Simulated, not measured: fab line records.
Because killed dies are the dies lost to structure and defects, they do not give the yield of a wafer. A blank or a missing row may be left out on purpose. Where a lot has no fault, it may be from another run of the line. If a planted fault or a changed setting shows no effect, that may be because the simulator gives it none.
A lot that was struck, set against a sound lot / flow ritCmos / 44 steps out of a route of 202
Sound: wafers L110.2, L110.4, L110.5. Wafers struck: L127.2, L127.3, L127.6. At the end, the cause is stated.
At each step with rows: each side's tool, then ch and its chambers, then its first start. Under that, the readings that differ: sound wafers / struck wafers / difference of the means / sigmas: that difference in standard deviations of wafers without a fault.
alike: words and numbers the same on both sides, and readings whose means are apart by under 2 such deviations; not compared: readings that were withheld, readings missing a value for some wafer, numbers with overlapping values and no deviation given by the record, and bounds like >300 which may hide the same value.
Wherever a step has rows on one side only, a row that says differs or no value, or a row with sigmas, the two part there. Numbers that don't overlap but have no deviation are shown without sigmas and don't part them. A reading missing from all wafers of one side parts the sides only when that side holds two or more wafers.

first, 3 steps without rows for these wafers: RIT_REOX_CLEAN_01 (cleans in dHF, time 30 s); RIT_REOX_CLEAN_02 (cleans in SC2, time 600 s); RIT_REOX_OXIDATION_03 (target thk 25.2 nm, ox time 5580 s).
RIT_REOX_THK_MEAS_04:
  sound: filmMetro-03 at day 3 06:49; struck: filmMetro-03 at day 6 19:53
  alike: REOX_OXIDE_THK
then, 6 steps without rows for these wafers: RIT_NLDD_HMDS_00 (prime time 60 s); RIT_NLDD_COAT_01 (resist thk 1000 nm); RIT_NLDD_SOFTBAKE_02 (time 60 s); RIT_NLDD_EXPOSE_03 (exposes mask M7, target cd 40700 nm); RIT_NLDD_PEB_04; RIT_NLDD_DEVELOP_05 (develop time 50 s).
RIT_NLDD_OVL_MEAS_06:
  sound: overlay-02 at day 3 07:51; struck: overlay-02 at day 6 20:47
  alike: NLDD_OVL
then, 1 step without rows for these wafers: RIT_NLDD_HARDBAKE_07 (time 60 s).
RIT_NLDD_IMPLANT_08:
  sound on implanter-01 ch 0, day 3 08:03; struck on implanter-01 ch 0, day 6 21:19
RIT_NLDD_STRIP_09: strips in O2, time 180 s.
  sound on plasmaAsher-03 ch 0,1, day 3 08:11; struck on plasmaAsher-03 ch 0,1, day 6 21:26
  alike: drypumpMotorCurrentA, rfReflPowerW
  not compared: rfHoursCounterH
RIT_NLDD_TW_MEAS_10:
  sound: filmMetro-01 at day 3 08:22; struck: filmMetro-01 at day 6 21:37
reading=NLDD_TW; sound=2450 2424 2431; struck=2857 2873 2872; difference=+432; sigmas=+16
then, 6 steps without rows for these wafers: RIT_PLDD_HMDS_00 (prime time 60 s); RIT_PLDD_COAT_01 (resist thk 1000 nm); RIT_PLDD_SOFTBAKE_02 (time 60 s); RIT_PLDD_EXPOSE_03 (exposes mask M8, target cd 40900 nm); RIT_PLDD_PEB_04; RIT_PLDD_DEVELOP_05 (develop time 51.09 s).
RIT_PLDD_OVL_MEAS_06:
  sound: overlay-01 at day 3 09:31; struck: overlay-02 at day 6 22:47
  alike: PLDD_OVL
then, 2 steps without rows for these wafers: RIT_PLDD_HARDBAKE_07 (time 60 s); RIT_PLDD_IMPLANT_08.
RIT_PLDD_STRIP_09: strips in O2, time 180 s.
  sound on plasmaAsher-01 ch 0,1, day 3 09:51; struck on plasmaAsher-01 ch 0,1, day 6 23:08
  alike: drypumpMotorCurrentA, rfReflPowerW
  not compared: rfHoursCounterH
RIT_PLDD_TW_MEAS_10:
  sound: filmMetro-01 at day 3 10:02; struck: filmMetro-03 at day 6 23:20
reading=PLDD_TW; sound=2293 2289 2299; struck=2365 2351 2362; difference=+66; sigmas=+3
then, 4 steps without rows for these wafers: RIT_SPACER_CLEAN_00 (cleans in SC1, time 600 s); RIT_SPACER_CLEAN_01 (cleans in dHF, time 30 s); RIT_SPACER_CLEAN_02 (cleans in SC2, time 600 s); RIT_SPACER_CVD_03 (deposits Si3N4 from SiH2Cl2/NH3, target thk 250 nm, time 3300 s).
RIT_SPACER_THK_MEAS_04:
  sound: filmMetro-01 at day 3 13:11; struck: filmMetro-02 at day 7 01:50
reading=SPACER_NITRIDE_THK (nm); sound=247.1 245.5 245.6; struck=254.0 253.3 251.4; difference=+6.8; sigmas=+3
RIT_SPACER_ETCHBACK_05: etches Si3N4 in SF6/CHF3, stops on SiO2, target depth 250 nm, time 240 s.
  sound on rieDiel-01 ch 0,2, day 3 13:14; struck on rieDiel-01 ch 1,2,3, day 7 01:53
  alike: drypumpMotorCurrentA, oesProductAu, throttleValvePct
  not compared: rfHoursCounterH
then, 6 steps without rows for these wafers: RIT_NSD_HMDS_00 (prime time 60 s); RIT_NSD_COAT_01 (resist thk 989.5 nm); RIT_NSD_SOFTBAKE_02 (time 60 s); RIT_NSD_EXPOSE_03 (exposes mask M9, target cd 40700 nm); RIT_NSD_PEB_04; RIT_NSD_DEVELOP_05 (develop time 50 s).
RIT_NSD_OVL_MEAS_06:
  sound: overlay-01 at day 3 14:14; struck: overlay-02 at day 7 02:53
  alike: NSD_OVL
then, 2 steps without rows for these wafers: RIT_NSD_HARDBAKE_07 (time 60 s); RIT_NSD_IMPLANT_08.
RIT_NSD_STRIP_09: strips in O2, time 180 s.
  sound on plasmaAsher-04 ch 0,1, day 3 14:34; struck on plasmaAsher-01 ch 0,1, day 7 03:13
  alike: drypumpMotorCurrentA, rfReflPowerW
  not compared: rfHoursCounterH
RIT_SDANNEAL_RS_MEAS_07: measurement is done with a four-point probe.
  sound: filmMetro-03 at day 3 17:05; struck: filmMetro-03 at day 7 05:58
reading=NLDD_RS (ohm/sq); sound=150.7 151.5 150.6; struck=86.9 86.8 86.8; difference=-64.1; sigmas=-99 or more
RIT_M1_PROBE_99:
  sound: prober-02 at day 4 00:00; struck: prober-01 at day 7 13:10
reading=killed_at_M0_to_M3; sound=0 0 0; struck=1 0 0; difference=+0; sigmas=+2
  alike: killedAtContacts, killedAtFrontEnd, killedDies, killedOpen, killedShort

## WHERE THEY PART
Earliest at RIT_NLDD_TW_MEAS_10; latest, in this record, at RIT_M1_PROBE_99.

WHY: what had been put in by the simulator
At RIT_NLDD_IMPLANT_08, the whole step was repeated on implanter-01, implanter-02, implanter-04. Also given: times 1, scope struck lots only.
